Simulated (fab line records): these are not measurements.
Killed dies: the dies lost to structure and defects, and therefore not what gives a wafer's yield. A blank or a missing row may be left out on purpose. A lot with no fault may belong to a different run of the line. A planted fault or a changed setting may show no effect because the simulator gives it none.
fab line records	flow berkeley_cmos170
record: lots: 14	wafers: 42	last_day: 13
route steps=331 shown PSD@178 CONTACT@222 V1@267 M3@324
lots untouched by any fault: they come from a run of this same line in which no faults occurred
start_h: hours from the record's first day to the start of the lot's first wafer shown	wait_h: hours elapsed since this lot's preceding step	" unchanged from the row above	L1.1+2: one row covering several wafers at once	- no value, or no start given	* or withheld: withheld	< > ~ a bound
route shown NAME@n: a module of which the file shows steps, and the number in the route of the first	usual: mean and standard deviation over wafers with no fault	same: alike in all rows	chamber/n: place in a boat	sites: the reading at each site	_std_site: standard deviation across them	_edge_site: outer sites' mean less inner sites'	radius_mm: how far each site lies from the wafer's centre	mask NAME#n: copy n	behind: tool/chamber where the wafer was last shaped	hold: what put the lot on hold/how long, in hours/how the hold closed	device: transistor that didn't switch, given as n, p or np	end of line: the route-end tests of the same wafers	step lacking rows: just its recipe	killed: dies lost to structure and defects at the first sort, not the wafer's yield	map: a wafer's dies, marking killed ones x, the rest . and places with no die _
set.NAME: the setting as run; set.NAME@STEP: as run at that earlier step	model.NAME: the simulator's own value behind a step, which no gauge read
a sample of lots followed through the steps of the route, with each step as a table and each wafer as a row
services: a tool's chamber out of use, with start hour (start_h, from the record's first day; less than 0 if before it), hours out, and reason
== steps ==
step: UCB170_PSD_EXPOSE_03
recipe: mask_id: PSELECT_MOD	na: 0.5	sigma_outer: 0.6	source_shape: conventional	target_cd_nm: 1200	dose_mj: 30
usual: exposure_dose_mJ_cm2: 30.00/0.033	focus_offset_nm: 0.1/0.49	stage_vel_mm_s: 499.98/0.27
lot.wafer	tool	chamber	start_h	wait_h	mask	exposure_dose_mJ_cm2	focus_offset_nm	stage_vel_mm_s
L968.1	krf_scanner-02	0	182.52	0.1	PSELECT_MOD#0	30.00	0.0	500.15
L968.4	"	0	"	"	PSELECT_MOD#0	29.95	0.6	500.41
L968.6	"	0	"	"	PSELECT_MOD#0	29.99	0.0	500.09
L966.1	krf_scanner-02	0	183.12	0.3	PSELECT_MOD#0	30.01	0.3	500.24
L966.5	"	0	"	"	PSELECT_MOD#0	30.00	0.8	499.85
L966.6	"	0	"	"	PSELECT_MOD#0	29.94	-0.3	499.99
L970.2	krf_scanner-02	0	198.81	-	PSELECT_MOD#0	29.96	-0.3	499.55
L970.4	"	0	"	"	PSELECT_MOD#0	30.02	-0.7	499.71
L970.5	"	0	"	"	PSELECT_MOD#0	29.95	-0.8	499.59
L969.1	krf_scanner-01	0	199.10	0.3	PSELECT_MOD#0	29.97	0.1	499.61
L969.3	"	0	"	"	PSELECT_MOD#0	30.02	-0.3	499.87
L969.4	"	0	"	"	PSELECT_MOD#0	29.96	0.6	499.78
L971.1	krf_scanner-01	-	204.85	0.2	PSELECT_MOD#0	-	-	-
L971.4	"	-	"	"	PSELECT_MOD#0	-	-	-
L971.5	"	-	"	"	PSELECT_MOD#0	-	-	-
L973.2	krf_scanner-02	-	214.13	0.2	PSELECT_MOD#0	-	-	-
L973.4	"	-	"	"	PSELECT_MOD#0	-	-	-
L973.6	"	-	"	"	PSELECT_MOD#0	-	-	-
L976.1	krf_scanner-01	0	225.66	0.4	PSELECT_MOD#0	29.94	-0.8	499.91
L976.3	"	0	"	"	PSELECT_MOD#0	30.01	-0.1	499.78
L976.4	"	0	"	"	PSELECT_MOD#0	29.99	0.0	499.93
L977.2	krf_scanner-01	0	236.74	0.1	PSELECT_MOD#0	30.02	0.9	499.89
L977.3	"	0	"	"	PSELECT_MOD#0	29.98	1.0	499.54
L977.6	"	0	"	"	PSELECT_MOD#0	30.02	0.5	500.09
L979.4	krf_scanner-02	0	248.99	0.1	PSELECT_MOD#0	30.01	0.0	499.87
L979.5	"	0	"	"	PSELECT_MOD#0	30.04	-0.3	500.34
L979.6	"	0	"	"	PSELECT_MOD#0	30.01	0.0	500.00
L980.4	krf_scanner-01	0	249.23	0.2	PSELECT_MOD#0	30.04	-0.3	499.92
L980.5	"	0	"	"	PSELECT_MOD#0	30.03	0.6	499.74
L980.6	"	0	"	"	PSELECT_MOD#0	30.06	-0.3	499.96
L981.2	krf_scanner-01	0	249.31	0.2	PSELECT_MOD#0	30.02	0.2	499.69
L981.4	"	0	"	"	PSELECT_MOD#0	29.99	-0.3	499.68
L981.5	"	0	"	"	PSELECT_MOD#0	29.98	-0.7	499.82
L982.1	krf_scanner-01	0	266.91	0.1	PSELECT_MOD#0	30.07	0.2	499.73
L982.3	"	0	"	"	PSELECT_MOD#0	30.00	-0.1	500.20
L982.5	"	0	"	"	PSELECT_MOD#0	30.02	0.4	500.06
L984.1	krf_scanner-02	0	267.15	0.3	PSELECT_MOD#0	30.03	0.0	499.89
L984.4	"	0	"	"	PSELECT_MOD#0	29.98	0.1	500.21
L984.6	"	0	"	"	PSELECT_MOD#0	30.01	0.1	500.05
L983.1	krf_scanner-01	0	267.39	0.5	PSELECT_MOD#0	29.95	-0.2	500.55
L983.2	"	0	"	"	PSELECT_MOD#0	29.96	-0.3	500.34
L983.5	"	0	"	"	PSELECT_MOD#0	29.97	-0.5	500.24
step: UCB170_CONTACT_STRIP_06
recipe: chemistry: O2	power_w: 400	pressure_mtorr: 3500	platen_temp_c: withheld	o2_flow_sccm: 400	overash_fraction: 0.5
usual: drypump_motor_current_A: 6.01/0.26	oes_product_au: 0.734/0.0041	strip_time_to_endpoint_s: 21.95/0.06
lot.wafer	tool	chamber	start_h	wait_h	drypump_motor_current_A	oes_product_au	rf_hours_counter_h	strip_time_to_endpoint_s
L968.1	plasma_asher-04	1	192.76	0.1	6.04	0.723	44	21.95
L968.4	"	1	"	"	6.04	0.733	-	21.95
L968.6	"	0	"	"	6.18	0.735	-	21.95
L966.1	plasma_asher-04	0	195.07	0.1	6.17	0.735	45	21.85
L966.5	"	0	"	"	6.21	0.736	-	21.88
L966.6	"	1	"	"	6.07	0.733	-	21.89
L970.2	plasma_asher-04	0	209.77	0.1	6.17	0.731	47	21.97
L970.4	"	1	"	"	6.04	0.734	-	22.03
L970.5	"	0	"	"	6.19	0.730	-	21.91
L969.1	plasma_asher-04	1	211.18	0.1	6.08	0.735	47	21.95
L969.3	"	1	"	"	6.06	0.737	-	21.94
L969.4	"	0	"	"	6.20	0.733	-	21.94
L971.1	plasma_asher-03	1	217.26	0.1	5.62	0.733	52	21.93
L971.4	"	1	"	"	5.62	0.734	-	21.93
L971.5	"	0	"	"	6.19	0.735	-	22.01
L973.2	plasma_asher-04	0	222.43	0.1	6.17	0.735	48	21.87
L973.4	"	0	"	"	6.19	0.733	-	21.97
L973.6	"	0	"	"	6.19	0.731	-	21.90
L976.1	plasma_asher-04	0	236.00	0.1	6.20	0.730	50	21.87
L976.3	"	1	"	"	6.11	0.729	-	21.87
L976.4	"	0	"	"	6.18	0.735	-	21.85
L977.2	plasma_asher-01	0	245.07	0.1	6.33	0.739	43	21.83
L977.3	"	1	"	"	5.73	0.736	-	21.79
L977.6	"	0	"	"	6.30	0.733	-	21.84
L980.4	plasma_asher-03	1	261.79	0.1	5.60	0.732	-	21.97
L980.5	"	1	"	"	5.63	0.732	-	21.91
L980.6	"	0	"	"	6.14	0.733	-	21.96
L981.2	plasma_asher-03	1	262.03	0.1	5.57	0.735	57	21.92
L981.4	"	0	"	"	6.14	0.731	-	21.98
L981.5	"	0	"	"	6.14	0.732	-	21.96
L979.4	plasma_asher-01	0	262.24	0.1	6.33	0.734	-	21.95
L979.5	"	0	"	"	6.33	0.729	-	21.93
L979.6	"	1	"	"	5.76	0.744	-	21.95
L982.1	plasma_asher-04	1	278.96	0.1	6.03	0.729	54	21.92
L982.3	"	0	"	"	6.16	0.730	-	21.95
L982.5	"	1	"	"	6.08	0.733	-	21.96
L984.1	plasma_asher-04	1	279.08	0.1	6.08	0.737	54	22.08
L984.4	"	1	"	"	6.09	0.734	-	22.00
L984.6	"	1	"	"	6.10	0.728	-	22.02
L983.1	plasma_asher-01	0	281.39	0.1	6.33	0.733	47	22.12
L983.2	"	1	"	"	5.72	0.730	47	22.06
L983.5	"	0	"	"	6.32	0.728	-	22.02
step: UCB170_V1_OVL_MEAS_13
usual: V1_OVL: -1/6.4
lot.wafer	tool	chamber	start_h	wait_h	V1_OVL[nm]
L968.1	overlay-01	-	200.42	0.1	3
L968.4	"	-	"	"	-6
L968.6	"	-	"	"	3
L966.1	overlay-01	-	204.84	0.1	12
L966.5	"	-	"	"	8
L966.6	"	-	"	"	7
L970.2	overlay-01	-	220.47	0.1	1
L970.4	"	-	"	"	6
L970.5	"	-	"	"	8
L969.1	overlay-01	-	220.74	0.1	-2
L969.3	"	-	"	"	-3
L969.4	"	-	"	"	3
L971.1	overlay-02	-	225.45	0.1	3
L971.4	"	-	"	"	-3
L971.5	"	-	"	"	2
L973.2	overlay-01	-	233.26	0.1	-5
L973.4	"	-	"	"	-3
L973.6	"	-	"	"	-6
L976.1	overlay-01	-	243.29	0.1	6
L976.3	"	-	"	"	9
L976.4	"	-	"	"	-2
L977.2	overlay-02	-	256.26	0.1	-9
L977.3	"	-	"	"	-12
L977.6	"	-	"	"	-7
L979.4	overlay-01	-	273.16	0.1	-12
L979.5	"	-	"	"	-5
L979.6	"	-	"	"	1
L980.4	overlay-02	-	273.40	0.1	4
L980.5	"	-	"	"	1
L980.6	"	-	"	"	6
L981.2	overlay-02	-	273.51	0.1	-10
L981.4	"	-	"	"	-9
L981.5	"	-	"	"	1
L982.1	overlay-01	-	289.09	0.1	-13
L982.3	"	-	"	"	-11
L982.5	"	-	"	"	-10
L984.1	overlay-01	-	290.99	0.1	-4
L984.4	"	-	"	"	0
L984.6	"	-	"	"	-1
L983.1	overlay-01	-	292.14	0.1	3
L983.2	"	-	"	"	-7
L983.5	"	-	"	"	1
step: UCB170_M3_CD_MEAS_15
recipe: target_cd_nm: 700
usual: cd_nm: 699.8/1.2
lot.wafer	tool	chamber	start_h	wait_h	cd_nm
L968.1	cd_sem-01	-	208.74	-	701.0
L968.4	"	-	"	"	701.6
L968.6	"	-	"	"	701.4
L966.1	cd_sem-01	-	214.66	-	700.6
L966.5	"	-	"	"	699.9
L966.6	"	-	"	"	699.4
L970.2	cd_sem-02	-	229.50	-	702.2
L970.4	"	-	"	"	701.1
L970.5	"	-	"	"	702.5
L969.1	cd_sem-02	-	230.03	-	699.8
L969.3	"	-	"	"	700.0
L969.4	"	-	"	"	700.0
L971.1	cd_sem-02	-	233.98	-	698.2
L971.4	"	-	"	"	697.0
L971.5	"	-	"	"	700.2
L973.2	cd_sem-02	-	241.27	-	700.9
L973.4	"	-	"	"	700.8
L973.6	"	-	"	"	700.7
L976.1	cd_sem-02	-	250.86	-	699.0
L976.3	"	-	"	"	697.9
L976.4	"	-	"	"	698.7
L977.2	cd_sem-01	-	267.20	-	699.0
L977.3	"	-	"	"	697.6
L977.6	"	-	"	"	698.5
L979.4	cd_sem-02	-	285.38	-	699.6
L979.5	"	-	"	"	699.1
L979.6	"	-	"	"	698.5
L980.4	cd_sem-01	-	285.42	-	700.0
L980.5	"	-	"	"	700.3
L980.6	"	-	"	"	699.2
L981.2	cd_sem-02	-	285.58	-	699.3
L981.4	"	-	"	"	697.7
L981.5	"	-	"	"	697.9
L982.1	cd_sem-01	-	298.04	-	700.5
L982.3	"	-	"	"	700.4
L982.5	"	-	"	"	700.4
L984.1	cd_sem-02	-	302.67	-	702.4
L984.4	"	-	"	"	700.6
L984.6	"	-	"	"	700.8
L983.1	cd_sem-01	-	302.90	-	699.2
L983.2	"	-	"	"	698.5
L983.5	"	-	"	"	699.1
== services ==
tool	chamber	start_h	hours	kind
krf_scanner-02	-	170.67	1.3	pm
krf_scanner-02	0	200.48	-	calibration
krf_scanner-02	-	204.70	4.4	pm
krf_scanner-02	-	212.10	0.9	repair
krf_scanner-02	-	219.28	0.8	pm
krf_scanner-02	-	220.03	4.0	pm
krf_scanner-02	-	225.03	2.6	repair
plasma_asher-04	-	244.26	7.3	repair
krf_scanner-02	-	247.25	1.2	repair
krf_scanner-01	-	261.81	1.0	pm
krf_scanner-01	0	268.83	-	calibration
plasma_asher-03	-	279.88	3.2	repair
plasma_asher-04	-	280.16	9.6	repair
== key ==
first_sign: step: UCB170_PSD_EXPOSE_03	reading: tool_record	direction: missing
effect none on later readings
met_at UCB170_PSD_EXPOSE_03
struck_lots L971,L973
sort_left_out L971.1,L971.4,L971.5,L973.2,L973.4,L973.6
tester_left_out L971,L973
not_acting_at UCB170_CONTACT_STRIP_06,UCB170_V1_OVL_MEAS_13,UCB170_M3_CD_MEAS_15
onset_between 199.10 204.85
fault: kind: skipped_step_whole	tool: krf_scanner-01,krf_scanner-02	chamber: -	onset_h: 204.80	steps: UCB170_PSD_EXPOSE_03	scope: struck_lots_only
tester_left_out: of these lots the tester's yield and bins aren't shown, on N5 and GAA mostly nor the transistor test; their killed dies are dies lost to structure and defects alone, not to doping, threshold or leakage, so they don't give the yield
sort_left_out: the simulated sort isn't trusted on such a fault, so these wafers' sort isn't shown, and their yield isn't known
